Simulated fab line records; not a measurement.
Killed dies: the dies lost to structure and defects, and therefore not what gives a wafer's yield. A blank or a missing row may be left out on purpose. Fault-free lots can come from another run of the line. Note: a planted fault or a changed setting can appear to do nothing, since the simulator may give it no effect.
A struck lot beside a sound one -- flow rit-cmos -- 44 out of 202 route steps
Sound: these wafers, L452.1, L452.3, L452.4. Wafers struck: L441.1, L441.2, L441.5. The cause comes at the end.
For every step that has rows: the tool of each side, followed by ch and its chambers, followed by its first start. Under that, the readings that differ: sound wafers -- struck wafers -- difference of the means -- sigmas: that difference in standard deviations of wafers without a fault.
alike: readings whose means differ by less than 2 such deviations, and words and numbers that are the same on both sides. not compared: withheld readings, readings that some wafer has no value for, bounds like >300 that may hide the same value, and numbers for which the record gives no deviation and whose values overlap.
Wherever a step has rows on one side only, a row that says differs or no value, or a row with sigmas, the two part there. Numbers that have no deviation but don't overlap get no sigmas and don't part them. A reading missing from all wafers of one side parts the sides only when that side holds two or more wafers.

first, 3 steps without rows for these wafers: RIT_REOX_CLEAN_01 (cleans in dHF, time 30 s); RIT_REOX_CLEAN_02 (cleans in SC2, time 600 s); RIT_REOX_OXIDATION_03 (target thk 25.2 nm, ox time 5580 s).
RIT_REOX_THK_MEAS_04:
  sound on film-metro-03 at day 7 05:11; struck on film-metro-02 at day 4 18:35
  alike: REOX_OXIDE_THK
then, 6 steps without rows for these wafers: RIT_NLDD_HMDS_00 (prime time 60 s); RIT_NLDD_COAT_01 (resist thk 1000 nm); RIT_NLDD_SOFTBAKE_02 (time 60 s); RIT_NLDD_EXPOSE_03 (exposes mask M7, target cd 40700 nm); RIT_NLDD_PEB_04; RIT_NLDD_DEVELOP_05 (develop time 50 s).
RIT_NLDD_OVL_MEAS_06:
  sound on overlay-01 at day 7 06:06; struck on overlay-01 at day 4 19:29
  alike: NLDD_OVL
then, 1 step without rows for these wafers: RIT_NLDD_HARDBAKE_07 (time 60 s).
RIT_NLDD_IMPLANT_08:
  sound on implanter-03 ch 0, day 7 06:17; struck on implanter-04 ch 0, day 4 19:59
  alike: end-station-pressure-torr, faraday-current-uA
RIT_NLDD_STRIP_09: strips in O2, time 180 s.
  sound on plasma-asher-01 ch 0,1, day 7 06:26; struck on plasma-asher-01 ch 0,1, day 4 20:08
  alike: chamber-pressure-mTorr, drypump-motor-current-A
  not compared: rf-hours-counter-h
RIT_NLDD_TW_MEAS_10:
  sound on film-metro-02 at day 7 06:37; struck on film-metro-03 at day 4 20:19
reading,sound,struck,difference,sigmas
NLDD_TW,2451 2454 2457,2947 2935 2935,+485,+35
then, 6 steps without rows for these wafers: RIT_PLDD_HMDS_00 (prime time 60 s); RIT_PLDD_COAT_01 (resist thk 1000 nm); RIT_PLDD_SOFTBAKE_02 (time 60 s); RIT_PLDD_EXPOSE_03 (exposes mask M8, target cd 40900 nm); RIT_PLDD_PEB_04; RIT_PLDD_DEVELOP_05 (develop time 50 s).
RIT_PLDD_OVL_MEAS_06:
  sound on overlay-02 at day 7 07:31; struck on overlay-01 at day 4 21:13
  alike: PLDD_OVL
then, 2 steps without rows for these wafers: RIT_PLDD_HARDBAKE_07 (time 60 s); RIT_PLDD_IMPLANT_08.
RIT_PLDD_STRIP_09: strips in O2, time 180 s.
  sound on plasma-asher-02 ch 0,1, day 7 07:52; struck on plasma-asher-03 ch 0,1, day 4 21:34
  alike: chamber-pressure-mTorr, drypump-motor-current-A
  not compared: rf-hours-counter-h
RIT_PLDD_TW_MEAS_10:
  sound on film-metro-02 at day 7 08:02; struck on film-metro-01 at day 4 21:44
  alike: PLDD_TW
then, 4 steps without rows for these wafers: RIT_SPACER_CLEAN_00 (cleans in SC1, time 600 s); RIT_SPACER_CLEAN_01 (cleans in dHF, time 30 s); RIT_SPACER_CLEAN_02 (cleans in SC2, time 600 s); RIT_SPACER_CVD_03 (deposits Si3N4 from SiH2Cl2/NH3, target thk 250 nm, time 3300 s).
RIT_SPACER_THK_MEAS_04:
  sound on film-metro-03 at day 7 10:23; struck on film-metro-03 at day 5 00:07
reading,sound,struck,difference,sigmas
SPACER_NITRIDE_THK (nm),248.0 246.2 246.3,254.5 255.4 251.8,+7.1,+3
RIT_SPACER_ETCHBACK_05: etches Si3N4 in SF6/CHF3, stops on SiO2, target depth 250 nm, time 240 s.
  sound on rie-diel-04 ch 0,1,2, day 7 10:27; struck on rie-diel-03 ch 1,3, day 5 00:10
  alike: chamber-pressure-mTorr, drypump-motor-current-A, oes-product-au, throttle-valve-pct
  not compared: rf-hours-counter-h
then, 6 steps without rows for these wafers: RIT_NSD_HMDS_00 (prime time 60 s); RIT_NSD_COAT_01 (resist thk 1000 nm); RIT_NSD_SOFTBAKE_02 (time 60 s); RIT_NSD_EXPOSE_03 (exposes mask M9, target cd 40700 nm); RIT_NSD_PEB_04; RIT_NSD_DEVELOP_05 (develop time 50 s).
RIT_NSD_OVL_MEAS_06:
  sound on overlay-01 at day 7 11:35; struck on overlay-01 at day 5 01:44
  alike: NSD_OVL
then, 2 steps without rows for these wafers: RIT_NSD_HARDBAKE_07 (time 60 s); RIT_NSD_IMPLANT_08.
RIT_NSD_STRIP_09: strips in O2, time 180 s.
  sound on plasma-asher-02 ch 0,1, day 7 11:55; struck on plasma-asher-04 ch 0,1, day 5 02:04
  alike: chamber-pressure-mTorr, drypump-motor-current-A
  not compared: rf-hours-counter-h
RIT_SDANNEAL_RS_MEAS_07: measures by four-point-probe.
  sound on film-metro-03 at day 7 14:21; struck on film-metro-03 at day 5 05:24
reading,sound,struck,difference,sigmas
NLDD_RS (ohm/sq),151.4 151.4 151.0,86.1 86.4 86.6,-64.9,-99 or more
RIT_M1_PROBE_99:
  the record has rows for the struck wafers here (prober-02, day 5 13:52) and none for the sound ones

## WHERE THEY PART
Last at RIT_M1_PROBE_99 as far as this record goes, first at RIT_NLDD_TW_MEAS_10.

WHY: what had been put in by the simulator
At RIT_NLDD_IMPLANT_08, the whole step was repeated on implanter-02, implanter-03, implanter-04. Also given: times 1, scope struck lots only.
